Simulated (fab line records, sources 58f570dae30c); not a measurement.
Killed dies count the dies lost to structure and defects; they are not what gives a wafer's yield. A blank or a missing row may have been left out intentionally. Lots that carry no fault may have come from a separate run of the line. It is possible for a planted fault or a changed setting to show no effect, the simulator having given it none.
The same fault as seen by 2 desks / flow berkeley-cmos170 / what lay behind the numbers comes last; until then each desk has only its own

TOOL OWNER'S DESK, plasma-asher-03
The tool's own readings at UCB170_M2_STRIP_07 (strips in O2): means of the sampled wafers that have a number, for each lot that ran on this tool. If a lot's mean is further than 4 standard deviations from the usual mean, the lot is out of limits and carries the mark OUT (the distance appears in the brackets).
Columns: A = drypump-motor-current-A at UCB170_M2_STRIP_07, usual 5.6 A; B = oes-product-au at UCB170_M2_STRIP_07, usual 0.734 a.u.; C = strip-time-to-endpoint-s at UCB170_M2_STRIP_07, usual 22.00 s
lot=L232; first seen here=day 7 06:31; A=5.9; B=0.735; C=21.85
lot=L234; first seen here=day 8 07:50; A=5.6; B=0.736; C=21.94
lot=L236; first seen here=day 8 17:23; A=5.9; B=0.732; C=22.06
lot=L240; first seen here=day 9 05:54; A=5.4; B=0.728; C=22.03
lot=L246; first seen here=day 10 08:41; A=5.6; B=0.736; C=22.00
lot=L248; first seen here=day 10 13:43; A=5.6; B=0.728; C=22.08
lot=L251; first seen here=day 11 11:34; A=5.6; B=0.737; C=22.01
lot=L252; first seen here=day 11 15:16; A=5.1; B=0.733; C=21.94
Result from this desk: across the 8 lots, nothing is out of limits.

AT THE METROLOGY DESK
What the gauges read, lot by lot, whatever tool the lot ran on: means of the sampled wafers that have a number. If a lot's mean is further than 4 standard deviations from the usual mean, the lot is out of limits and carries the mark OUT (the distance appears in the brackets).
Columns: A = M1_OVL at UCB170_M1_OVL_MEAS_10, usual 3 nm; B = V2_BOW at UCB170_V2_BOW_MEAS_03, usual 38 um
lot=L232; first seen here=day 6 21:31; A=7; B=38
lot=L233; first seen here=day 7 15:03; A=-1; B=32
lot=L234; first seen here=day 7 21:41; A=1; B=36
lot=L239; first seen here=day 8 08:55; A=3; B=33
lot=L236; first seen here=day 8 10:52; A=3; B=39
lot=L242; first seen here=day 8 19:57; A=5; B=35
lot=L240; first seen here=day 8 21:28; A=6; B=44
lot=L237; first seen here=day 8 23:07; A=0; B=36
lot=L246; first seen here=day 9 23:08; A=6; B=45
lot=L245; first seen here=day 10 02:07; A=0; B=32
lot=L248; first seen here=day 10 06:22; A=2; B=40
lot=L251; first seen here=day 11 03:40; A=2; B=36
lot=L252; first seen here=day 11 07:34; A=2; B=37
lot=L253; first seen here=day 11 10:04; A=-3; B=38
lot=L255; first seen here=day 11 20:11; A=4; B=45
Result from this desk: across the 15 lots, nothing is out of limits.

BROUGHT TOGETHER
The desk of the tool owner found nothing out of limits.
At the metrology desk, nothing out of limits was observed.

WHAT WAS PUT IN BY THE SIMULATOR
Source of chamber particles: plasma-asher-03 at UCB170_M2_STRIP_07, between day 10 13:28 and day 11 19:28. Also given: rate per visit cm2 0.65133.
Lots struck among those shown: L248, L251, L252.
